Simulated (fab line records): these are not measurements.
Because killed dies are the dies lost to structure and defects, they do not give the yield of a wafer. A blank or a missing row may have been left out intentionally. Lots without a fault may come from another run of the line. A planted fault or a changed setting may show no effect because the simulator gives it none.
8D (eight disciplines) problem report, filled in by code + flow ritCmos + the parts of the form that need people (team, actions taken, sign-off) are left out

== 1. THE PROBLEM ==
Mean of cdNm at RIT_GATE_CD_MEAS_16: 167.3 nm across 6 wafers in 2 lots; on wafers with no fault it is 151.2 nm (standard deviation 2.5). That is +6.4 standard deviations from the usual mean.
The step: target cd 150 nm.
First observed at day 4 14:26: wafer L599.3, on cdSem-02. At this step, 39 wafers from 13 lots have a number in the record. By rule, "out" or "out of limits" means more than 4 standard deviations away from the usual mean. The other wafers with a number count as sound.

== 2. WHAT IT IS, WHAT IT ISN'T ==
| question                    | is                     | is not                                                                    |
|-----------------------------|------------------------|---------------------------------------------------------------------------|
| which readings at this step | cdNm                   | -                                                                         |
| which lots                  | L599, L604             | L589, L590, L591, L592, L593, L594, L595, L596, L598, L601, L608          |
| which wafers of those lots  | all that have a number | -                                                                         |
| read on which gauges        | cdSem-02               | cdSem-01                                                                  |
| when                        | from day 4 14:26       | up to then (27 sound wafers); but 6 sound wafers of L601, L608 came after |

== 3. SUSPECTS, AND WHAT RULES EACH OUT ==
Counting: a tool at a process step up to the reading stays a suspect if it ran every lot that is out and no sound lot after the first of them.
- the gauge at RIT_GATE_CD_MEAS_16 is ruled out. All the wafers that are out were read on cdSem-02, but those of them that RIT_GATE_DEVELOP_15 has rows for are out there too, on other tools.
- lithoTrack-04 at RIT_GATE_DEVELOP_15 (develop time 50 s): kept. All lots that are out passed through it, beginning with L599 at day 4 14:00, and no sound lot followed; its final sound lot before that point was L598 at day 4 08:00. Its own readings are out on those wafers: developerTempC.
The count leaves lithoTrack-04 at RIT_GATE_DEVELOP_15.

== 4. THE CAUSE (what the simulator had put in) ==
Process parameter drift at RIT_GATE_DEVELOP_15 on lithoTrack-04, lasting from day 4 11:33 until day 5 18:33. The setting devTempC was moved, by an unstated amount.
After counting, this tool was the only one left.

== 5. THE CHAIN OF EFFECTS, in route order ==
Rows list readings where the struck wafers' mean (over those with a number) sits beyond 3 standard deviations from the usual. Scope: only readings with a usual standard deviation given in the record; hours: median across lots of the time from each lot's start at the first step in this table that gives one to its start at this step; sigmas: change in usual standard deviations.
| hours | step                | reading        | usual    | on struck wafers | change | sigmas |
|-------|---------------------|----------------|----------|------------------|--------|--------|
| 0     | RIT_GATE_DEVELOP_15 | developerTempC | 23.00 C  | 25.35            | +2.35  | +21    |
| 1     | RIT_GATE_CD_MEAS_16 | cdNm           | 151.2 nm | 167.3            | +16.1  | +6.4   |
The process steps in it:
- RIT_GATE_DEVELOP_15: develop time 50 s.

== 6. HOW IT WOULD HAVE BEEN CAUGHT EARLIER ==
In this record the first reading out of limits at a measuring or inspecting step was taken at day 4 14:26, 3 hours after the fault began at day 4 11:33.
At RIT_GATE_DEVELOP_15, the tool's own readings (developerTempC) were out on each struck wafer the step has a row for, so an alarm limit on them would have fired on the first such wafer.
L604, from the lots that are out (2), started RIT_GATE_DEVELOP_15 on lithoTrack-04 later than day 4 14:26. It would have been spared by a hold on the tool at that moment.
